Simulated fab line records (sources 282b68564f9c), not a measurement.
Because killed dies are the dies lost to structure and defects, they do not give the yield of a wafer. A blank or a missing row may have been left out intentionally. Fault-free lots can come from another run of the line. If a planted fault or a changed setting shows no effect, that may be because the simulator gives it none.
Comparing a struck lot with a sound one    flow rit_cmos    15 out of 202 route steps
Sound: these wafers, L405.2, L405.3, L405.4. Struck: wafers L413.1, L413.5, L413.6. The cause is given at the end.
Per side, at each step with rows, come the tool, then ch with its chambers, and then its first start. Under that, the readings that differ: sound wafers    struck wafers    difference of the means    sigmas: that difference in standard deviations of wafers without a fault.
alike: same words and numbers on both sides, and readings whose means sit less than 2 such deviations apart. not compared: any withheld reading, any reading some wafer has no value for, any bound like >300 that may hide the same value, and any number with overlapping values for which the record gives no deviation.
The two part at a step that has a row with sigmas, a row that says differs or no value, or rows on one side only. Numbers that have no deviation but don't overlap get no sigmas and don't part them. A reading that every wafer of one side lacks parts them only if that side has two wafers or more.

first, 1 step without rows for these wafers: RIT_NWELL_IMPLANT_08.
RIT_NWELL_STRIP_09: strips in O2, time 180 s.
  sound on plasma_asher-03 ch 0,1, day 2 11:52; struck on plasma_asher-04 ch 0,1, day 4 03:43
  alike: drypump_motor_current_A, o2_flow_sccm
  not compared: rf_hours_counter_h
RIT_NWELL_TW_MEAS_10:
  sound on film_metro-02 at day 2 12:03; struck on film_metro-03 at day 4 03:54
  alike: NWELL_TW
then, 6 steps without rows for these wafers: RIT_PWELL_HMDS_00 (prime time 60 s); RIT_PWELL_COAT_01 (resist thk 1300 nm); RIT_PWELL_SOFTBAKE_02 (time 60 s); RIT_PWELL_EXPOSE_03 (exposes mask M3, target cd 43700 nm); RIT_PWELL_PEB_04; RIT_PWELL_DEVELOP_05 (develop time 68 s).
RIT_PWELL_OVL_MEAS_06:
  sound on overlay-02 at day 2 13:01; struck on overlay-02 at day 4 04:50
  alike: PWELL_OVL
then, 2 steps without rows for these wafers: RIT_PWELL_HARDBAKE_07 (time 120 s); RIT_PWELL_IMPLANT_08.
RIT_PWELL_STRIP_09: strips in O2, time 180 s.
  sound on plasma_asher-03 ch 0,1, day 2 13:27; struck on plasma_asher-04 ch 0,1, day 4 05:16
reading              sound           struck          difference  sigmas
o2_flow_sccm (sccm)  3984 4001 4007  3205 3217 3187  -794        -72
  alike: drypump_motor_current_A
  not compared: rf_hours_counter_h
RIT_PWELL_TW_MEAS_10:
  sound on film_metro-04 at day 2 13:38; struck on film_metro-03 at day 4 05:27
  alike: PWELL_TW
RIT_M1_PROBE_99:
  sound on prober-02 at day 4 01:38; struck on prober-02 at day 5 15:33
  alike: killed_at_contacts, killed_at_front_end, killed_dies, killed_open, killed_short

WHERE THEY PART
RIT_PWELL_STRIP_09 only, going by this record. Later steps at which nothing parts them and some readings are alike: RIT_PWELL_TW_MEAS_10, RIT_M1_PROBE_99.

WHY: the cause the simulator had injected
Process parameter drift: plasma_asher-04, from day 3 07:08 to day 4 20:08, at RIT_PWELL_STRIP_09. Setting o2_flow_sccm, moved by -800, from 4000. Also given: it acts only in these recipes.
